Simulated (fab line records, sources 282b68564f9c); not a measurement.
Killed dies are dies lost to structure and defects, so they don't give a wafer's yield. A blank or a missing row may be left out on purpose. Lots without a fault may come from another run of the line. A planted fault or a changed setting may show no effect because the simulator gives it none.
fab line records | flow rit_cmos
record lots=6 wafers=18 last_day=7
route steps=202 shown PLDD@118 SPACER@125 NSD@131 PSD@142 SDANNEAL@153 SILICIDE@161 M1@202
lots that met no fault: from a run of the same line without faults
start_h: hours from the record's first day to the start of the lot's first wafer shown | wait_h: hours since the lot's step before | " the same as in the row above | L1.1+2: a row that stands for several wafers | - no value, or no start given | * or withheld: withheld | < > ~ a bound
route shown NAME@n: a module of which the file shows steps, and the number in the route of the first | usual: mean/standard deviation of fault-free wafers | same: alike in all rows | chamber/n: place in a boat | sites: the reading at each site | _std_site: their standard deviation | _edge_site: outer sites' mean less inner sites' | radius_mm: how far each site lies from the wafer's centre | mask NAME#n: copy n | behind: the tool/chamber that last shaped the wafer | hold: why the lot was held/for how many hours/how that ended | device: the transistor (n, p or np) that didn't switch | end of line: the same wafers' tests at the end of the route | a step without rows: its recipe alone | killed: dies lost to structure and defects at the first sort, not the wafer's yield | map: a wafer's dies, x killed, . not, _ none there
set.NAME: the setting as run; set.NAME@STEP: as run at that earlier step | model.NAME: the simulator's own value behind a step, which no gauge read
lots at some steps of the route; a table a step, a row a wafer
services: from which hour (start_h, from the record's first day; less than 0 if before it) a tool's chamber was out of use, for how many hours, and why
## steps
# step RIT_PLDD_PEB_04
# recipe resist=NOVOLAK temp_c=withheld time_s=withheld
# step RIT_PLDD_DEVELOP_05
# recipe resist=NOVOLAK develop_time_s=50 dev_temp_c=23
# step RIT_PLDD_OVL_MEAS_06
# usual PLDD_OVL=0.1/1.4
# columns lot.wafer tool chamber start_h wait_h PLDD_OVL[nm]
L538.2 overlay-02 - 56.83 - 2.0
L538.3 " - " " 2.1
L538.5 " - " " 1.8
L545.2 overlay-02 - 93.02 - -0.8
L545.3 " - " " 0.2
L545.4 " - " " 1.3
L549.1 overlay-02 - 113.38 - 0.4
L549.5 " - " " 1.1
L549.6 " - " " -0.2
L548.1 overlay-01 - 113.65 - 1.9
L548.5 " - " " 0.5
L548.6 " - " " -0.6
L551.1 overlay-02 - 122.49 - 0.3
L551.5 " - " " -1.1
L551.6 " - " " 0.0
L555.1 overlay-01 - 143.39 - -1.0
L555.4 " - " " -0.6
L555.5 " - " " -2.5
# step RIT_PLDD_HARDBAKE_07
# recipe resist=NOVOLAK temp_c=140 time_s=60
# step RIT_PLDD_IMPLANT_08
# recipe species=BF2 energy_kev=19.68 dose_cm2=9e+14 tilt_deg=7
# step RIT_PLDD_STRIP_09
# recipe chemistry=O2 time_s=180 resist=NOVOLAK platen_temp_c=withheld power_w=500 pressure_mtorr=4000 o2_flow_sccm=4000
# usual drypump_motor_current_A=5.8/0.44 o2_flow_sccm=4000/12 rf_refl_power_W=5.6/1.1
# columns lot.wafer tool chamber start_h wait_h drypump_motor_current_A o2_flow_sccm rf_hours_counter_h rf_refl_power_W
L538.2 plasma_asher-01 1 57.16 0.1 5.2 3986 38 5.9
L538.3 " 0 " " 6.2 3992 - 7.2
L538.5 " 0 " " 6.2 3999 - 7.2
L545.2 plasma_asher-01 1 93.35 0.1 5.3 3997 42 6.1
L545.3 " 1 " " 5.3 3985 - 6.1
L545.4 " 0 " " 6.2 4011 - 7.3
L549.1 plasma_asher-02 0 113.72 0.1 6.0 4005 49 5.2
L549.5 " 0 " " 6.0 4003 - 5.1
L549.6 " 1 " " 6.0 3997 - 6.8
L548.1 plasma_asher-04 0 113.98 0.1 6.2 4001 47 5.0
L548.5 " 1 " " 5.3 4003 - 4.2
L548.6 " 0 " " 6.2 4023 - 4.8
L551.1 plasma_asher-01 0 122.83 0.1 6.2 3988 1 6.9
L551.5 " 1 " " 5.3 4006 - 6.2
L551.6 " 0 " " 6.2 3991 - 7.1
L555.1 plasma_asher-04 1 143.73 0.1 5.3 3984 50 4.1
L555.4 " 0 " " 6.3 3994 - 5.4
L555.5 " 1 " " 5.3 3991 - 4.3
# step RIT_PLDD_TW_MEAS_10
# usual PLDD_TW=2344/13
# columns lot.wafer tool chamber start_h wait_h PLDD_TW
L538.2 film_metro-03 - 57.35 0.1 2363
L538.3 " - " " 2361
L538.5 " - " " 2353
L545.2 film_metro-03 - 93.53 0.1 2344
L545.3 " - " " 2351
L545.4 " - " " 2346
L549.1 film_metro-03 - 113.90 0.1 2348
L549.5 " - " " 2349
L549.6 " - " " 2354
L548.1 film_metro-01 - 114.16 0.1 2356
L548.5 " - " " 2338
L548.6 " - " " 2345
L551.1 film_metro-01 - 123.00 0.1 2338
L551.5 " - " " 2342
L551.6 " - " " 2346
L555.1 film_metro-02 - 143.90 0.1 2316
L555.4 " - " " 2338
L555.5 " - " " 2319
# step RIT_SPACER_CLEAN_00
# recipe chemistry=SC1 mix=3:3:50 time_s=600 temp_c=75
# step RIT_SPACER_CLEAN_01
# recipe chemistry=dHF dilution=50:1 time_s=30
# step RIT_SPACER_CLEAN_02
# recipe chemistry=SC2 mix=3:3:50 time_s=600 temp_c=75 dry=n2_spin
# step RIT_SPACER_CVD_03
# recipe material=Si3N4 target_thk_nm=250 temp_c=810 precursor=SiH2Cl2/NH3 time_s=3300 pressure_mtorr=300 sih2cl2_flow_sccm=60 nh3_flow_sccm=150
# step RIT_SPACER_THK_MEAS_04
# recipe reads=Si3N4_of_SPACER_CVD_03
# usual SPACER_NITRIDE_THK=249.5/2.4
# columns lot.wafer tool chamber start_h wait_h SPACER_NITRIDE_THK[nm]
L538.2 film_metro-03 - 59.71 0.0 250.6
L538.3 " - " " 252.1
L538.5 " - " " 253.0
L545.2 film_metro-02 - 95.87 0.0 246.7
L545.3 " - " " 247.8
L545.4 " - " " 248.4
L549.1 film_metro-03 - 116.24 0.0 249.1
L549.5 " - " " 248.6
L549.6 " - " " 251.0
L548.1 film_metro-04 - 117.27 0.0 246.3
L548.5 " - " " 247.6
L548.6 " - " " 247.2
L551.1 film_metro-04 - 125.35 0.0 251.9
L551.5 " - " " 250.8
L551.6 " - " " 248.6
L555.1 film_metro-03 - 146.24 0.0 247.6
L555.4 " - " " 248.8
L555.5 " - " " 249.1
# step RIT_SPACER_ETCHBACK_05
# recipe target_depth_a=2500 SF6_flow_sccm=30 CHF3_flow_sccm=30 target=Si3N4 chemistry=SF6/CHF3 pressure_mtorr=40 rf_w=250 time_s=240 stop_on=SiO2
# usual CHF3_flow_sccm=29.99/0.085 drypump_motor_current_A=5.9/0.3 oes_product_au=0.843/0.013 run_length_s=268.2/0.46 throttle_valve_pct=10.21/0.14
# columns lot.wafer tool chamber start_h wait_h CHF3_flow_sccm drypump_motor_current_A oes_product_au rf_hours_counter_h run_length_s throttle_valve_pct model.poly-Si_of_GATE_CVD_08.thk_nm model.Si3N4_of_SPACER_CVD_03.thk_nm
L538.2 rie_diel-02 0 59.76 0.0 29.81 6.0 0.824 21 268.0 10.22 167.6 196.5
L538.3 " 1 " " 30.09 6.4 0.828 3 268.6 10.22 169.4 198.9
L538.5 " 1 " " 30.04 6.4 0.841 - 268.5 10.24 168.7 199.2
L545.2 rie_diel-02 3 95.92 0.0 29.84 5.5 0.983 5 240.5 10.11 176.6 199.6
L545.3 " 1 " " 30.04 6.4 0.808 4 268.7 10.23 171.4 195.4
L545.4 " 2 " " 30.00 5.7 0.853 56 267.7 10.21 167.7 193.9
L549.1 rie_diel-04 2 116.30 0.1 29.89 6.0 0.862 1 268.1 10.26 170.5 195.2
L549.5 " 2 " " 29.98 6.0 0.861 - 268.0 10.27 170.8 195.2
L549.6 " 1 " " 29.98 5.9 0.853 - 268.5 10.30 170.7 197.6
L548.1 rie_diel-02 2 117.33 0.1 30.06 5.7 0.839 56 267.9 10.22 172.3 192.8
L548.5 " 3 " " 30.07 5.5 0.990 - 239.8 10.10 177.7 200.4
L548.6 " 2 " " 29.98 5.7 0.852 - 268.2 10.22 170 193.5
L551.1 rie_diel-04 3 125.41 0.1 29.96 5.6 0.851 9 267.4 10.22 169.2 198.2
L551.5 " 2 " " 29.98 6.0 0.862 - 268.4 10.28 168.4 196.7
L551.6 " 1 " " 29.99 5.9 0.843 - 268.6 10.30 168.3 195.8
L555.1 rie_diel-04 1 146.30 0.1 30.07 6.0 0.830 4 269.0 10.32 168.4 195.5
L555.4 " 0 " " 30.01 5.5 0.858 84 267.5 10.26 167.8 195.9
L555.5 " 0 " " 30.02 5.5 0.853 - 267.6 10.25 165.9 195.9
# step RIT_NSD_HMDS_00
# recipe prime_time_s=60 prime_temp_c=140
# step RIT_NSD_COAT_01
# recipe resist=NOVOLAK spin_rpm=3250 resist_thk_nm=1000
# step RIT_NSD_SOFTBAKE_02
# recipe resist=NOVOLAK temp_c=90 time_s=60
# step RIT_NSD_EXPOSE_03
# recipe mask_id=M9 na=0.57 target_cd_nm=40700 dose_mj=250
# step RIT_NSD_PEB_04
# recipe resist=NOVOLAK temp_c=withheld time_s=withheld
# step RIT_NSD_DEVELOP_05
# recipe resist=NOVOLAK develop_time_s=50 dev_temp_c=23.72
# step RIT_NSD_OVL_MEAS_06
# usual NSD_OVL=-0.2/1.5
# columns lot.wafer tool chamber start_h wait_h NSD_OVL[nm]
L538.2 overlay-01 - 60.89 - -1.4
L538.3 " - " " 1.0
L538.5 " - " " 1.4
L545.2 overlay-02 - 97.06 - 1.2
L545.3 " - " " -0.3
L545.4 " - " " 1.3
L549.1 overlay-01 - 117.42 - 0.1
L549.5 " - " " 1.2
L549.6 " - " " 0.2
L548.1 overlay-02 - 118.46 - -1.5
L548.5 " - " " 0.6
L548.6 " - " " 1.2
L551.1 overlay-01 - 126.44 - -0.6
L551.5 " - " " -2.4
L551.6 " - " " -3.8
L555.1 overlay-01 - 147.31 - -1.9
L555.4 " - " " -0.7
L555.5 " - " " -2.1
# step RIT_NSD_HARDBAKE_07
# recipe resist=NOVOLAK temp_c=140 time_s=60
# step RIT_NSD_IMPLANT_08
# recipe species=P energy_kev=25 dose_cm2=1e+15 tilt_deg=7
# step RIT_NSD_STRIP_09
# recipe chemistry=O2 time_s=180 resist=NOVOLAK platen_temp_c=withheld power_w=500 pressure_mtorr=4000 o2_flow_sccm=4000
# usual drypump_motor_current_A=5.9/0.31 o2_flow_sccm=4000/12 rf_refl_power_W=6.4/0.7
# columns lot.wafer tool chamber start_h wait_h drypump_motor_current_A o2_flow_sccm rf_hours_counter_h rf_refl_power_W
L538.2 plasma_asher-02 1 61.22 0.1 6.0 4006 44 7.0
L538.3 " 1 " " 6.1 4016 - 7.2
L538.5 " 1 " " 6.0 4003 - 7.0
L545.2 plasma_asher-01 0 97.39 0.1 6.2 4012 43 7.2
L545.3 " 0 " " 6.2 4004 - 7.0
L545.4 " 1 " " 5.2 4001 - 6.0
L549.1 plasma_asher-01 0 117.76 0.1 6.2 3997 0 7.2
L549.5 " 0 " " 6.2 3998 - 7.3
L549.6 " 1 " " 5.2 4002 - 6.2
L548.1 plasma_asher-02 1 118.80 0.1 6.0 3984 50 6.9
L548.5 " 1 " " 6.0 3981 - 7.0
L548.6 " 0 " " 6.0 3991 - 5.4
L551.1 plasma_asher-03 0 126.78 0.1 6.1 3993 37 5.8
L551.5 " 1 " " 5.8 4015 - 7.0
L551.6 " 0 " " 6.1 4008 - 5.7
L555.1 plasma_asher-03 1 147.64 0.1 5.8 4006 39 6.3
L555.4 " 0 " " 6.1 4003 - 6.1
L555.5 " 1 " " 5.7 3992 - 6.8
# step RIT_NSD_TW_MEAS_10
# usual NSD_TW=3120/19
# columns lot.wafer tool chamber start_h wait_h NSD_TW
L538.2 film_metro-01 - 61.40 0.1 3116
L538.3 " - " " 3133
L538.5 " - " " 3114
L545.2 film_metro-02 - 97.57 0.1 3097
L545.3 " - " " 3108
L545.4 " - " " 3093
L549.1 film_metro-03 - 117.93 0.1 3131
L549.5 " - " " 3141
L549.6 " - " " 3138
L548.1 film_metro-01 - 118.97 0.1 3133
L548.5 " - " " 3124
L548.6 " - " " 3127
L551.1 film_metro-01 - 126.95 0.1 3127
L551.5 " - " " 3133
L551.6 " - " " 3132
L555.1 film_metro-03 - 147.82 0.1 3127
L555.4 " - " " 3124
L555.5 " - " " 3157
# step RIT_PSD_HMDS_00
# recipe prime_time_s=60 prime_temp_c=140
# step RIT_PSD_COAT_01
# recipe resist=NOVOLAK spin_rpm=3250 resist_thk_nm=1000
# step RIT_PSD_SOFTBAKE_02
# recipe resist=NOVOLAK temp_c=90 time_s=60
# step RIT_PSD_EXPOSE_03
# recipe mask_id=M10 na=0.57 target_cd_nm=40900 dose_mj=250
# step RIT_PSD_PEB_04
# recipe resist=NOVOLAK temp_c=withheld time_s=withheld
# step RIT_PSD_DEVELOP_05
# recipe resist=NOVOLAK develop_time_s=50 dev_temp_c=23
# step RIT_PSD_OVL_MEAS_06
# usual PSD_OVL=0.1/1.3
# columns lot.wafer tool chamber start_h wait_h PSD_OVL[nm]
L538.2 overlay-02 - 62.44 - -0.6
L538.3 " - " " -0.3
L538.5 " - " " 0.6
L545.2 overlay-02 - 98.48 - 1.1
L545.3 " - " " 1.3
L545.4 " - " " 0.5
L549.1 overlay-02 - 118.97 - 0.0
L549.5 " - " " 0.5
L549.6 " - " " -0.4
L548.1 overlay-01 - 119.88 - -0.3
L548.5 " - " " 0.6
L548.6 " - " " 2.2
L551.1 overlay-01 - 127.99 - 0.8
L551.5 " - " " 0.4
L551.6 " - " " 0.4
L555.1 overlay-01 - 148.85 - -0.7
L555.4 " - " " -1.8
L555.5 " - " " -0.3
# step RIT_PSD_HARDBAKE_07
# recipe resist=NOVOLAK temp_c=141 time_s=60
# step RIT_PSD_IMPLANT_08
# recipe species=BF2 energy_kev=27 dose_cm2=5e+15 tilt_deg=7
# step RIT_PSD_STRIP_09
# recipe chemistry=O2 time_s=180 resist=NOVOLAK platen_temp_c=withheld power_w=500 pressure_mtorr=4000 o2_flow_sccm=4000
# usual drypump_motor_current_A=5.8/0.41 o2_flow_sccm=4000/12 rf_refl_power_W=6.1/0.95
# columns lot.wafer tool chamber start_h wait_h drypump_motor_current_A o2_flow_sccm rf_hours_counter_h rf_refl_power_W
L538.2 plasma_asher-03 0 62.77 0.1 6.1 4016 30 5.9
L538.3 " 0 " " 6.1 4002 - 5.9
L538.5 " 1 " " 5.7 4012 - 7.0
L545.2 plasma_asher-01 0 98.81 0.1 6.2 4016 43 7.1
L545.3 " 1 " " 5.2 4020 - 6.0
L545.4 " 0 " " 6.2 4017 - 7.1
L549.1 plasma_asher-04 0 119.31 0.1 6.3 4004 48 4.7
L549.5 " 0 " " 6.3 4009 - 5.2
L549.6 " 1 " " 5.3 3999 - 3.9
L548.1 plasma_asher-01 1 120.22 0.1 5.2 3989 0 6.0
L548.5 " 0 " " 6.2 3990 - 7.5
L548.6 " 1 " " 5.2 4004 - 5.9
L551.1 plasma_asher-01 1 128.32 0.1 5.3 4001 1 5.9
L551.5 " 1 " " 5.3 4001 - 6.0
L551.6 " 0 " " 6.2 3988 - 7.2
L555.1 plasma_asher-01 1 149.19 0.1 5.2 4000 4 5.9
L555.4 " 1 " " 5.3 3967 - 6.1
L555.5 " 0 " " 6.2 4010 - 7.1
# step RIT_PSD_TW_MEAS_10
# usual PSD_TW=3428/23
# columns lot.wafer tool chamber start_h wait_h PSD_TW
L538.2 film_metro-01 - 62.95 0.1 3429
L538.3 " - " " 3433
L538.5 " - " " 3442
L545.2 film_metro-02 - 98.99 0.1 3389
L545.3 " - " " 3415
L545.4 " - " " 3402
L549.1 film_metro-01 - 119.48 0.1 3414
L549.5 " - " " 3414
L549.6 " - " " 3424
L548.1 film_metro-02 - 120.39 0.1 3420
L548.5 " - " " 3400
L548.6 " - " " 3415
L551.1 film_metro-02 - 128.50 0.1 3411
L551.5 " - " " 3418
L551.6 " - " " 3409
L555.1 film_metro-02 - 149.37 0.1 3435
L555.4 " - " " 3426
L555.5 " - " " 3437
# step RIT_SDANNEAL_CLEAN_00
# recipe chemistry=SC1 mix=3:3:50 time_s=600 temp_c=75
# step RIT_SDANNEAL_CLEAN_01
# recipe chemistry=dHF dilution=50:1 time_s=30
# step RIT_SDANNEAL_CLEAN_02
# recipe chemistry=SC2 mix=3:3:50 time_s=600 temp_c=75 dry=n2_spin
# columns lot.wafer tool chamber start_h wait_h model.poly-Si_of_GATE_CVD_08.thk_nm
L538.2 wet_bench-02 3 63.21 0.0 163.2
L538.3 " 3 " " 165
L538.5 " 3 " " 164.4
L545.2 wet_bench-02 3 99.23 0.0 172.2
L545.3 " 3 " " 167
L545.4 " 3 " " 163.3
L549.1 wet_bench-03 2 119.73 0.0 166.1
L549.5 " 2 " " 166.4
L549.6 " 2 " " 166.3
L548.1 wet_bench-01 1 120.66 0.0 168
L548.5 " 1 " " 173.4
L548.6 " 1 " " 165.6
L551.1 wet_bench-03 0 128.75 0.0 164.9
L551.5 " 0 " " 164.1
L551.6 " 0 " " 164
L555.1 wet_bench-03 3 149.62 0.0 164.1
L555.4 " 3 " " 163.4
L555.5 " 3 " " 161.6
# step RIT_SDANNEAL_RTA_03
# recipe temp_c=1050 time_s=5 idle_temp_c=600 ramp_up_c_per_s=342 ramp_down_c_per_s=171 cool_to_c=600 ambient=N2
# usual anneal_temp_c_max=1053.9/1.3 wafer_temp_C_max=1053.5/1.1
# columns lot.wafer tool chamber start_h wait_h anneal_temp_c_max wafer_temp_C_max
L538.2 rtp_anneal-02 0 63.41 0.0 1053.8 1054.4
L538.3 " 0 " " 1053.1 1053.5
L538.5 " 0 " " 1052.2 1053.2
L545.2 rtp_anneal-01 0 99.43 0.0 1056.1 1053.3
L545.3 " 0 " " 1055.2 1054.3
L545.4 " 0 " " 1057.4 1053.0
L549.1 rtp_anneal-02 0 119.92 0.0 1052.9 1053.9
L549.5 " 0 " " 1053.3 1056.6
L549.6 " 0 " " 1054.0 1054.2
L548.1 rtp_anneal-02 0 120.84 0.0 1052.8 1053.7
L548.5 " 0 " " 1053.2 1053.0
L548.6 " 0 " " 1053.9 1052.0
L551.1 rtp_anneal-01 0 128.96 0.0 1054.9 1053.1
L551.5 " 0 " " 1054.0 1052.9
L551.6 " 0 " " 1055.2 1052.1
L555.1 rtp_anneal-01 0 149.79 0.0 1054.5 1055.1
L555.4 " 0 " " 1054.7 1051.3
L555.5 " 0 " " 1054.3 1054.1
# step RIT_SDANNEAL_RS_MEAS_04
# recipe thk_meas_gauge=four-point-probe
# usual PSD_RS=115.9/0.33
# columns lot.wafer tool chamber start_h wait_h PSD_RS[ohm/sq]
L538.2 film_metro-03 - 63.48 0.1 116.4
L538.3 " - " " 116.2
L538.5 " - " " 116.5
L545.2 film_metro-02 - 99.50 0.1 115.5
L545.3 " - " " 115.5
L545.4 " - " " 115.9
L549.1 film_metro-01 - 119.98 0.0 115.7
L549.5 " - " " 115.8
L549.6 " - " " 116.0
L548.1 film_metro-02 - 120.90 0.0 116.1
L548.5 " - " " 115.8
L548.6 " - " " 115.9
L551.1 film_metro-02 - 129.02 0.0 115.8
L551.5 " - " " 115.6
L551.6 " - " " 115.6
L555.1 film_metro-02 - 149.85 0.0 116.0
L555.4 " - " " 115.7
L555.5 " - " " 115.8
# step RIT_SDANNEAL_RS_MEAS_05
# recipe thk_meas_gauge=four-point-probe
# usual NSD_RS=84.54/0.28
# columns lot.wafer tool chamber start_h wait_h NSD_RS[ohm/sq]
L538.2 film_metro-03 - 63.60 0.1 84.54
L538.3 " - " " 84.59
L538.5 " - " " 84.67
L545.2 film_metro-02 - 99.62 0.1 84.35
L545.3 " - " " 84.14
L545.4 " - " " 84.21
L549.1 film_metro-01 - 120.10 0.1 84.93
L549.5 " - " " 84.57
L549.6 " - " " 84.71
L548.1 film_metro-02 - 121.02 0.1 84.40
L548.5 " - " " 84.17
L548.6 " - " " 84.32
L551.1 film_metro-02 - 129.14 0.1 84.66
L551.5 " - " " 84.22
L551.6 " - " " 84.71
L555.1 film_metro-02 - 149.97 0.1 84.12
L555.4 " - " " 84.08
L555.5 " - " " 84.27
# step RIT_SDANNEAL_RS_MEAS_06
# recipe thk_meas_gauge=four-point-probe
# usual PLDD_RS=179.7/0.51
# columns lot.wafer tool chamber start_h wait_h PLDD_RS[ohm/sq]
L538.2 film_metro-03 - 63.72 0.1 180.0
L538.3 " - " " 180.1
L538.5 " - " " 180.3
L545.2 film_metro-02 - 99.74 0.1 179.2
L545.3 " - " " 179.3
L545.4 " - " " 179.6
L549.1 film_metro-01 - 120.22 0.1 180.2
L549.5 " - " " 179.8
L549.6 " - " " 180.0
L548.1 film_metro-02 - 121.14 0.1 179.2
L548.5 " - " " 179.3
L548.6 " - " " 179.3
L551.1 film_metro-02 - 129.26 0.1 179.9
L551.5 " - " " 179.5
L551.6 " - " " 179.7
L555.1 film_metro-02 - 150.09 0.1 179.8
L555.4 " - " " 179.0
L555.5 " - " " 180.0
# step RIT_SILICIDE_WET_ETCH_00
# recipe chemistry=BOE target=SiO2 target_depth_nm=14 time_s=15 dry=n2_spin dilution=10:1 temp_c=21.5
# columns lot.wafer tool chamber start_h wait_h model.Si3N4_of_SPACER_CVD_03.thk_nm
L538.2 wet_bench-04 2 63.94 0.1 195.3
L538.3 " 2 " " 197.8
L538.5 " 2 " " 198
L545.2 wet_bench-03 0 99.96 0.1 198.4
L545.3 " 0 " " 194.2
L545.4 " 0 " " 192.7
L549.1+5 wet_bench-03 2 120.46 0.1 194.1
L549.6 " 2 " " 196.4
L548.1 wet_bench-02 1 121.38 0.1 191.6
L548.5 " 1 " " 199.3
L548.6 " 1 " " 192.3
L551.1 wet_bench-03 0 129.50 0.1 197.1
L551.5 " 0 " " 195.5
L551.6 " 0 " " 194.6
L555.1 wet_bench-02 3 150.33 0.1 194.3
L555.4+5 " 3 " " 194.7
# step RIT_M1_PROBE_99
# usual killed_at_contacts=0.1/0.29 killed_at_front_end=6.3/2.8 killed_dies=6.4/2.8 killed_open=3.3/1.7 killed_short=3.1/1.9
# same gross_dies=264 killed_at_M0_to_M3=0 killed_at_M4_up=0 killed_at_back_side=0 killed_at_other=0
# columns lot.wafer tool chamber start_h wait_h killed_at_contacts killed_at_front_end killed_dies killed_open killed_short model.etest.nmos_0p15.r_on_ohm_um model.etest.nplus_sal.width_nm model.etest.pplus_sal.width_nm model.etest.nwell_pinched.rs_ohm_sq model.etest.pwell_pinched.rs_ohm_sq model.etest.contact_nplus.end_ohm_um model.etest.field_p_metal.vt_v model.etest.diode_nplus_comb.leak_log10_a_cm2
L538.2 prober-02 - 71.02 0.1 0 8 8 3 5 1096 3412 3412 346.1 462.2 40.49 -28.63 -5.234
L538.3 prober-02 - 71.07 0.2 0 7 7 4 3 1053 3415 3416 340.5 446.6 40.13 -29.07 -5.436
L538.5 prober-02 - 71.17 0.2 0 7 7 5 2 1063 3394 3403 340.8 453.8 40.95 -29.01 -5.403
L545.2 prober-01 - 107.41 0.1 0 9 9 4 5 1016 3362 3348 327.9 438.3 37.2 -29.01 -5.459
L545.3 prober-01 - 107.46 0.2 1 13 14 5 9 1091 3424 3402 343.7 452.1 41.45 -28.27 -5.156
L545.4 prober-01 - 107.51 0.2 1 5 6 3 3 1114 3432 3422 351.2 454.2 40.06 -28.21 -5.246
L549.1 prober-02 - 128.67 0.1 0 4 4 4 0 1152 3424 3425 345.6 458.2 43.24 -28.29 -4.698
L549.5 prober-02 - 128.87 0.2 0 9 9 5 4 1130 3443 3444 343.2 456.6 43.21 -27.96 -4.955
L549.6 prober-02 - 128.92 0.2 0 6 6 3 3 1099 3421 3428 336.5 462.6 42.56 -28.73 -5.056
L548.1 prober-01 - 128.68 0.1 0 7 7 4 3 1159 3440 3426 347.2 470.7 41.67 -27.15 -5.011
L548.5 prober-01 - 128.88 0.2 0 4 4 2 2 1032 3368 3365 323.4 451.3 36.91 -29.32 -5.363
L548.6 prober-01 - 128.93 0.2 0 10 10 5 5 1159 3436 3439 347 465.1 41.28 -27.71 -4.949
L551.1 prober-01 - 136.49 0.1 0 5 5 4 1 1062 3406 3437 342.2 456.5 41.87 -27.98 -5.518
L551.5 prober-01 - 136.69 0.2 0 3 3 3 0 1108 3445 3460 341.5 459.9 42.98 -28.46 -4.982
L551.6 prober-01 - 136.74 0.2 0 4 4 1 3 1101 3426 3446 341.7 464.8 41.88 -28.35 -5.317
L555.1 prober-01 - 157.47 0.1 0 5 5 3 2 1112 3415 3414 340.2 465.5 40.44 -29.91 -5.23
L555.4 prober-01 - 157.62 0.2 0 15 15 9 5 1143 3411 3429 341.3 462.5 42.93 -29.92 -5.184
L555.5 prober-01 - 157.67 0.2 0 10 10 1 9 1146 3439 3428 339.6 462.2 40.6 -29.96 -5.141
# killed by level:class
L538.2 GATE:geometric_particle:short=2 GATE:geometric_particle:open=2 FOX1:geometric_particle:short=1 REOX:geometric_particle:short=1 SILICIDE:geometric_particle:short=1 SILICIDE:geometric_particle:open=1
L538.3 GATE:geometric_particle:short=2 SPACER:geometric_particle:open=2 FOX1:geometric_particle:open=1 GATE:geometric_particle:open=1 SPACER:geometric_particle:short=1
L538.5 GATE:geometric_particle:open=3 FOX2:geometric_particle:short=1 SPACER:geometric_particle:open=1 SILICIDE:geometric_particle:open=1 SILICIDE:geometric_particle:short=1
L545.2 GATE:geometric_particle:open=3 GATE:geometric_particle:short=2 SPACER:geometric_particle:short=2 REOX:geometric_particle:open=1 SILICIDE:geometric_particle:short=1
L545.3 GATE:geometric_particle:short=5 REOX:geometric_particle:short=3 FOX1:geometric_particle:open=2 SILICIDE:geometric_particle:open=2 CONTACT:geometric_particle:open=1 SILICIDE:geometric_particle:short=1
L545.4 SILICIDE:geometric_particle:short=2 FOX1:geometric_particle:open=1 GATE:geometric_particle:open=1 SILICIDE:geometric_particle:open=1 CONTACT:geometric_particle:short=1
L549.1 SPACER:geometric_particle:open=3 GATE:geometric_particle:open=1
L548.1 FOX1:geometric_particle:short=2 REOX:geometric_particle:open=2 GATE:geometric_particle:short=1 GATE:geometric_particle:open=1 SPACER:geometric_particle:open=1
L549.5 GATE:geometric_particle:short=2 GATE:geometric_particle:open=2 REOX:geometric_particle:open=2 FOX1:geometric_particle:open=1 FOX1:geometric_particle:short=1 FOX2:geometric_particle:short=1
L548.5 SILICIDE:geometric_particle:short=2 SILICIDE:geometric_particle:open=2
L549.6 GATE:geometric_particle:short=2 SPACER:geometric_particle:open=2 FOX1:geometric_particle:short=1 REOX:geometric_particle:open=1
L548.6 FOX1:geometric_particle:short=2 GATE:geometric_particle:open=2 SILICIDE:geometric_particle:short=2 SILICIDE:geometric_particle:open=2 FOX1:geometric_particle:open=1 GATE:geometric_particle:short=1
L551.1 FOX1:geometric_particle:open=1 GATE:geometric_particle:open=1 GATE:geometric_particle:short=1 REOX:geometric_particle:open=1 SILICIDE:geometric_particle:open=1
L551.5 FOX2:geometric_particle:open=1 GATE:geometric_particle:open=1 REOX:geometric_particle:open=1
L551.6 REOX:geometric_particle:short=2 GATE:geometric_particle:short=1 GATE:geometric_particle:open=1
L555.1 REOX:geometric_particle:open=2 FOX1:geometric_particle:short=1 SILICIDE:geometric_particle:open=1 SILICIDE:geometric_particle:short=1
L555.4 SPACER:geometric_particle:open=4 REOX:geometric_particle:short=3 GATE:geometric_particle:open=2 FOX1:geometric_particle:open=1 FOX2:geometric_particle:short=1 REOX:geometric_particle:open=1 SILICIDE:geometric_particle:short=1 SILICIDE:geometric_particle:open=1
L555.5 REOX:geometric_particle:short=3 GATE:geometric_particle:short=2 FOX1:geometric_particle:short=1 FOX2:geometric_particle:short=1 REOX:geometric_particle:open=1 SPACER:geometric_particle:short=1 SILICIDE:geometric_particle:short=1
## services
# columns tool chamber start_h hours kind
plasma_asher-04 - 40.20 13.1 repair
rie_diel-02 0 60.45 4.0 repair
rie_diel-04 2 71.33 - clean
rie_diel-04 2 71.33 14.6 scheduled_down
rie_diel-04 2 71.33 14.6 vent_cycle
plasma_asher-03 - 71.77 2.8 pm
rie_diel-04 3 77.90 5.4 repair
plasma_asher-04 - 83.19 3.2 repair
rie_diel-02 3 101.76 7.7 repair
plasma_asher-01 - 108.75 9.0 pm
plasma_asher-01 0 108.75 9.0 vent_cycle
plasma_asher-01 1 108.75 9.0 vent_cycle
rie_diel-02 - 110.99 0.8 repair
plasma_asher-01 0 117.75 - clean
plasma_asher-01 1 117.75 - clean
plasma_asher-04 - 139.44 1.2 repair
## key
first_sign step=RIT_SPACER_ETCHBACK_05 reading=run_length_s direction=down sigmas=62 usual=* struck=*
effect step=RIT_SPACER_ETCHBACK_05 reading=oes_product_au direction=up sigmas=11 usual=0.843 struck=0.986
model_effect step=RIT_SPACER_ETCHBACK_05 value=poly-Si_of_GATE_CVD_08.thk_nm without=169.3 struck=177.2
model_effect step=RIT_SDANNEAL_CLEAN_02 value=poly-Si_of_GATE_CVD_08.thk_nm without=164.9 struck=172.8
model_effect step=RIT_SILICIDE_WET_ETCH_00 value=Si3N4_of_SPACER_CVD_03.thk_nm without=192.4 struck=198.8
model_effect step=RIT_M1_PROBE_99 value=etest.nmos_0p15.r_on_ohm_um without=1129 struck=1024
met_at RIT_SPACER_ETCHBACK_05
struck_wafers L545.2,L548.5
tester_left_out L545,L548
fault kind=process_parameter_drift tool=rie_diel-02 chamber=3 onset_h=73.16 steps=RIT_SPACER_ETCHBACK_05 channel=time_s offset=* shape=step end_h=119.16 acts_in=* stated=*
# tester_left_out: of these lots the tester's yield and bins aren't shown, on N5 and GAA mostly nor the transistor test; their killed dies are dies lost to structure and defects alone, not to doping, threshold or leakage, so they don't give the yield
